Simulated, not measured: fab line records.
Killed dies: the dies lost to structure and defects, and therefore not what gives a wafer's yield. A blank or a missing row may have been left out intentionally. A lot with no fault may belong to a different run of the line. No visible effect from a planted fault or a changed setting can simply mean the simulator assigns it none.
Lot-split experiment :: flow rit-cmos :: 23 wafers read from 5 lots, route of 202 steps

THE SPLIT
At RIT_PWELL_COAT_01 (resist thk 1300 nm), the setting spin-rpm was moved away from the recipe's 2000 rpm on 7 of the 23 wafers read, by -5.3% to +3.4%. This setting was run at the recipe's value on the other wafers.

No step appears in the file between the split and the reading.

THE READING
NOVOLAK_of_PWELL_COAT_01.thk-nm (the simulator's own value, which no gauge read), in nm, at RIT_PWELL_HARDBAKE_07 (time 120 s). The file does not state a usual value for it. Average 1137 nm, standard deviation 3.1 nm, over the 16 wafers here run with the recipe.

wafer: L074.1
tool, chamber at the split: litho-track-04, 0
spin-rpm as run, rpm: 2000
against the recipe: recipe
NOVOLAK_of_PWELL_COAT_01.thk-nm, nm: 1137
against lot-mates on the recipe: -

wafer: L074.2
tool, chamber at the split: litho-track-04, 0
spin-rpm as run, rpm: 2000
against the recipe: recipe
NOVOLAK_of_PWELL_COAT_01.thk-nm, nm: 1139
against lot-mates on the recipe: -

wafer: L074.6
tool, chamber at the split: litho-track-04, 0
spin-rpm as run, rpm: 2000
against the recipe: recipe
NOVOLAK_of_PWELL_COAT_01.thk-nm, nm: 1139
against lot-mates on the recipe: -

wafer: L074.4
tool, chamber at the split: litho-track-04, 0
spin-rpm as run, rpm: 2000
against the recipe: recipe
NOVOLAK_of_PWELL_COAT_01.thk-nm, nm: 1136
against lot-mates on the recipe: -

wafer: L074.5
tool, chamber at the split: litho-track-04, 0
spin-rpm as run, rpm: 2000
against the recipe: recipe
NOVOLAK_of_PWELL_COAT_01.thk-nm, nm: 1138
against lot-mates on the recipe: -

wafer: L076.1
tool, chamber at the split: litho-track-01, 0
spin-rpm as run, rpm: 2000
against the recipe: recipe
NOVOLAK_of_PWELL_COAT_01.thk-nm, nm: 1137
against lot-mates on the recipe: -

wafer: L076.3
tool, chamber at the split: litho-track-01, 0
spin-rpm as run, rpm: 2000
against the recipe: recipe
NOVOLAK_of_PWELL_COAT_01.thk-nm, nm: 1141
against lot-mates on the recipe: -

wafer: L076.4
tool, chamber at the split: litho-track-01, 0
spin-rpm as run, rpm: 2000
against the recipe: recipe
NOVOLAK_of_PWELL_COAT_01.thk-nm, nm: 1136
against lot-mates on the recipe: -

wafer: L076.5
tool, chamber at the split: litho-track-01, 0
spin-rpm as run, rpm: 2067
against the recipe: +3.4%
NOVOLAK_of_PWELL_COAT_01.thk-nm, nm: 1123
against lot-mates on the recipe: -15

wafer: L076.6
tool, chamber at the split: litho-track-01, 0
spin-rpm as run, rpm: 2067
against the recipe: +3.4%
NOVOLAK_of_PWELL_COAT_01.thk-nm, nm: 1119
against lot-mates on the recipe: -19

wafer: L077.1
tool, chamber at the split: litho-track-03, 0
spin-rpm as run, rpm: 2043
against the recipe: +2.2%
NOVOLAK_of_PWELL_COAT_01.thk-nm, nm: 1128
against lot-mates on the recipe: -13

wafer: L077.5
tool, chamber at the split: litho-track-03, 0
spin-rpm as run, rpm: 2043
against the recipe: +2.2%
NOVOLAK_of_PWELL_COAT_01.thk-nm, nm: 1128
against lot-mates on the recipe: -13

wafer: L077.2
tool, chamber at the split: litho-track-03, 0
spin-rpm as run, rpm: 2043
against the recipe: +2.2%
NOVOLAK_of_PWELL_COAT_01.thk-nm, nm: 1131
against lot-mates on the recipe: -10

wafer: L077.3
tool, chamber at the split: litho-track-03, 0
spin-rpm as run, rpm: 2000
against the recipe: recipe
NOVOLAK_of_PWELL_COAT_01.thk-nm, nm: 1140
against lot-mates on the recipe: -

wafer: L077.6
tool, chamber at the split: litho-track-03, 0
spin-rpm as run, rpm: 2000
against the recipe: recipe
NOVOLAK_of_PWELL_COAT_01.thk-nm, nm: 1142
against lot-mates on the recipe: -

wafer: L079.1
tool, chamber at the split: litho-track-03, 0
spin-rpm as run, rpm: 2000
against the recipe: recipe
NOVOLAK_of_PWELL_COAT_01.thk-nm, nm: 1134
against lot-mates on the recipe: -

wafer: L079.2
tool, chamber at the split: litho-track-03, 0
spin-rpm as run, rpm: 2000
against the recipe: recipe
NOVOLAK_of_PWELL_COAT_01.thk-nm, nm: 1140
against lot-mates on the recipe: -

wafer: L079.4
tool, chamber at the split: litho-track-03, 0
spin-rpm as run, rpm: 2000
against the recipe: recipe
NOVOLAK_of_PWELL_COAT_01.thk-nm, nm: 1137
against lot-mates on the recipe: -

wafer: L084.1
tool, chamber at the split: litho-track-03, 0
spin-rpm as run, rpm: 2000
against the recipe: recipe
NOVOLAK_of_PWELL_COAT_01.thk-nm, nm: 1130
against lot-mates on the recipe: -

wafer: L084.2
tool, chamber at the split: litho-track-03, 0
spin-rpm as run, rpm: 2000
against the recipe: recipe
NOVOLAK_of_PWELL_COAT_01.thk-nm, nm: 1134
against lot-mates on the recipe: -

wafer: L084.3
tool, chamber at the split: litho-track-03, 0
spin-rpm as run, rpm: 1893
against the recipe: -5.3%
NOVOLAK_of_PWELL_COAT_01.thk-nm, nm: 1163
against lot-mates on the recipe: +31

wafer: L084.4
tool, chamber at the split: litho-track-03, 0
spin-rpm as run, rpm: 1893
against the recipe: -5.3%
NOVOLAK_of_PWELL_COAT_01.thk-nm, nm: 1163
against lot-mates on the recipe: +31

wafer: L084.5
tool, chamber at the split: litho-track-03, 0
spin-rpm as run, rpm: 2000
against the recipe: recipe
NOVOLAK_of_PWELL_COAT_01.thk-nm, nm: 1133
against lot-mates on the recipe: -

THE FIT
A straight line over all 23 wafers: NOVOLAK_of_PWELL_COAT_01.thk-nm changes by -4.68 nm for each +1% of spin-rpm; r = -0.96; the points scatter about the line by 2.9 nm.
The same after taking each lot's own level away (the mean of its wafers on the recipe; 23 wafers): -5.56 nm for each +1%; r = -0.99; scatter 1.8 nm.
That fit puts the effect of the largest move of spin-rpm on the reading at 30 nm.
From 1132.3 to 1141.0 nm: that is the span of the lots' own levels, equal to 2.8 times the standard deviation above.
So the slope is not independent of the lot-to-lot level: the two fits are not the same.
Check: +29.5 nm against its lot-mates is what the line predicts for one of the wafers moved furthest among these (-5.3%) when that wafer is left out of the fit. Against them it came out at +30.7 nm.

FURTHER SPLITS ON THESE WAFERS
Before the reading, these wafers also passed through other splits. Each is held against what the fit with the lots' levels taken away leaves over:
other split on the same wafers: RIT_ACTIVE_CVD_03 pressure-mtorr
wafers away from the commonest value: 18
r with NOVOLAK_of_PWELL_COAT_01.thk-nm (lot level and that fit taken away): +0.07

other split on the same wafers: RIT_ACTIVE_COAT_06 resist-thk-nm
wafers away from the commonest value: 7
r with NOVOLAK_of_PWELL_COAT_01.thk-nm (lot level and that fit taken away): -0.08

THE WHOLE CHAIN: every reading that the file lists as answering this split, in the file's order
step: RIT_PWELL_COAT_01
what it does: resist thk 1300 nm
reading: NOVOLAK_of_PWELL_COAT_01.thk-nm (the simulator's own value, which no gauge read)
change (the file's fit): -6.54 nm for each +1% of the setting
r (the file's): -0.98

step: RIT_PWELL_HARDBAKE_07
what it does: time 120 s
reading: NOVOLAK_of_PWELL_COAT_01.thk-nm (the simulator's own value, which no gauge read)
change (the file's fit): -5.55 nm for each +1% of the setting
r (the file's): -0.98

FILE'S OWN FIT
NOVOLAK_of_PWELL_COAT_01.thk-nm changes by -5.55 nm for each +1% of spin-rpm, r = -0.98.
